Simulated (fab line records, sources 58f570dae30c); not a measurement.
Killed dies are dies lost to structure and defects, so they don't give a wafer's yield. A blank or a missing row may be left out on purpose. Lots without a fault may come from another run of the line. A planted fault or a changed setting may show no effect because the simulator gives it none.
Split-lot experiment | flow berkeley_cmos170 | 5 lots, 23 wafers read, on a route of 331 steps

THE SPLIT
At UCB170_SPACER_CVD_00 (deposits SiO2 from TEOS/O2, target thk 376 nm, time 47 s), the setting time_s was moved away from the recipe's 47 s on 8 of the 23 wafers read, by +5.5% to +11.7%. The other wafers ran this setting at the recipe's value.

FROM THE SPLIT TO THE READING: what the file shows between them, 2 steps
- UCB170_SPACER_THK_MEAS_01
- UCB170_SPACER_ANNEAL_02: time 1800 s

THE READING
oes_product_au, in a.u., at UCB170_SPACER_ETCHBACK_03 (etches SiO2 in CHF3/CF4/Ar, stops on Si, target depth 376 nm, time 100 s). Fault-free wafers of this fab line usually give 0.902 a.u., standard deviation 0.013 a.u..

wafer  | tool, chamber at the split | time_s as run, s | against the recipe | oes_product_au, a.u. | against lot-mates on the recipe
L078.1 | pecvd-03, 0                | 47               | recipe             | 0.920                | -
L078.2 | pecvd-03, 2                | 52.51            | +11.7%             | 0.971                | +0.054
L078.3 | pecvd-03, 1                | 52.51            | +11.7%             | 0.977                | +0.060
L078.5 | pecvd-03, 0                | 47               | recipe             | 0.930                | -
L078.6 | pecvd-03, 2                | 47               | recipe             | 0.901                | -
L075.1 | pecvd-03, 2                | 49.59            | +5.5%              | 0.920                | +0.009
L075.2 | pecvd-03, 0                | 49.59            | +5.5%              | 0.935                | +0.024
L075.4 | pecvd-03, 1                | 47               | recipe             | 0.895                | -
L075.5 | pecvd-03, 2                | 47               | recipe             | 0.926                | -
L075.6 | pecvd-03, 0                | 49.59            | +5.5%              | 0.930                | +0.019
L080.1 | pecvd-04, 0                | 47               | recipe             | 0.888                | -
L080.3 | pecvd-04, 2                | 47               | recipe             | 0.884                | -
L080.6 | pecvd-04, 0                | 47               | recipe             | 0.897                | -
L081.1 | pecvd-04, 0                | 51.6             | +9.8%              | 0.957                | +0.059
L081.2 | pecvd-04, 1                | 51.6             | +9.8%              | 0.973                | +0.075
L081.3 | pecvd-04, 2                | 47               | recipe             | 0.897                | -
L081.4 | pecvd-04, 1                | 51.6             | +9.8%              | 0.948                | +0.050
L081.5 | pecvd-04, 0                | 47               | recipe             | 0.899                | -
L083.1 | pecvd-02, 0                | 47               | recipe             | 0.890                | -
L083.2 | pecvd-02, 1                | 47               | recipe             | 0.898                | -
L083.3 | pecvd-02, 2                | 47               | recipe             | 0.881                | -
L083.4 | pecvd-02, 0                | 47               | recipe             | 0.895                | -
L083.5 | pecvd-02, 1                | 47               | recipe             | 0.896                | -

THE FIT
A straight line over all 23 wafers: oes_product_au changes by +0.00611 a.u. for each +1% of time_s; r = +0.91; the points scatter about the line by 0.013 a.u..
The same after taking each lot's own level away (the mean of its wafers on the recipe; 23 wafers): +0.00534 a.u. for each +1%; r = +0.92; scatter 0.011 a.u..
On that fit, the largest move of time_s shifts the reading by 0.063 a.u..
The lots' own levels span 0.8897 to 0.9170 a.u., that is 2.1 times the standard deviation above.
So the lot-to-lot level changes the slope: the two fits differ.
Check: with one of the wafers moved furthest among these (+11.7%) left out of the fit, the line predicts +0.0639 a.u. for it against its lot-mates. It came out at +0.054 a.u. against them.

OTHER SPLITS ON THESE WAFERS
These wafers also went through other splits before the reading. Each is held against what the fit with the lots' levels taken away leaves over:
other split on the same wafers      | wafers away from the commonest value | r with oes_product_au (lot level and that fit taken away)
UCB170_NWELL_IMPLANT_14 energy_kev  | 8                                    | -0.16
UCB170_PWELL_IMPLANT_15 energy_kev  | 9                                    | -0.35
UCB170_ACTIVE_CVD_05 pressure_mtorr | 18                                   | -0.33
UCB170_ACTIVE_PEB_11 peb_temp_c     | 6                                    | +0.07
UCB170_NVT_IMPLANT_07 energy_kev    | 9                                    | -0.03
UCB170_PVT_COAT_01 spin_rpm         | 10                                   | +0.00
UCB170_PLDD_COAT_01 resist_thk_nm   | 4                                    | -0.01
UCB170_PLDD_IMPLANT_08 dose_cm2     | 9                                    | +0.32

THE WHOLE CHAIN: every reading that the file lists as answering this split, in the file's order
step                      | what it does                                                             | reading                                                                       | change (the file's fit)                   | r (the file's)
UCB170_SPACER_CVD_00      | deposits SiO2 from TEOS/O2, target thk 376 nm, time 47 s                 | SiO2_of_SPACER_CVD_00.thk_nm (the simulator's own value, which no gauge read) | +3.34 nm for each +1% of the setting      | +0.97
UCB170_SPACER_THK_MEAS_01 |                                                                          | SPACER_TEOS_THK                                                               | +3.34 for each +1% of the setting         | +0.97
UCB170_SPACER_ETCHBACK_03 | etches SiO2 in CHF3/CF4/Ar, stops on Si, target depth 376 nm, time 100 s | oes_product_au                                                                | +0.00521 a.u. for each +1% of the setting | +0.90
UCB170_SPACER_ETCHBACK_03 | etches SiO2 in CHF3/CF4/Ar, stops on Si, target depth 376 nm, time 100 s | etch.depth_nm (the simulator's own value, which no gauge read)                | +3.26 nm for each +1% of the setting      | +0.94

THE FILE'S OWN FIT
oes_product_au changes by +0.00521 a.u. for each +1% of time_s, r = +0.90.
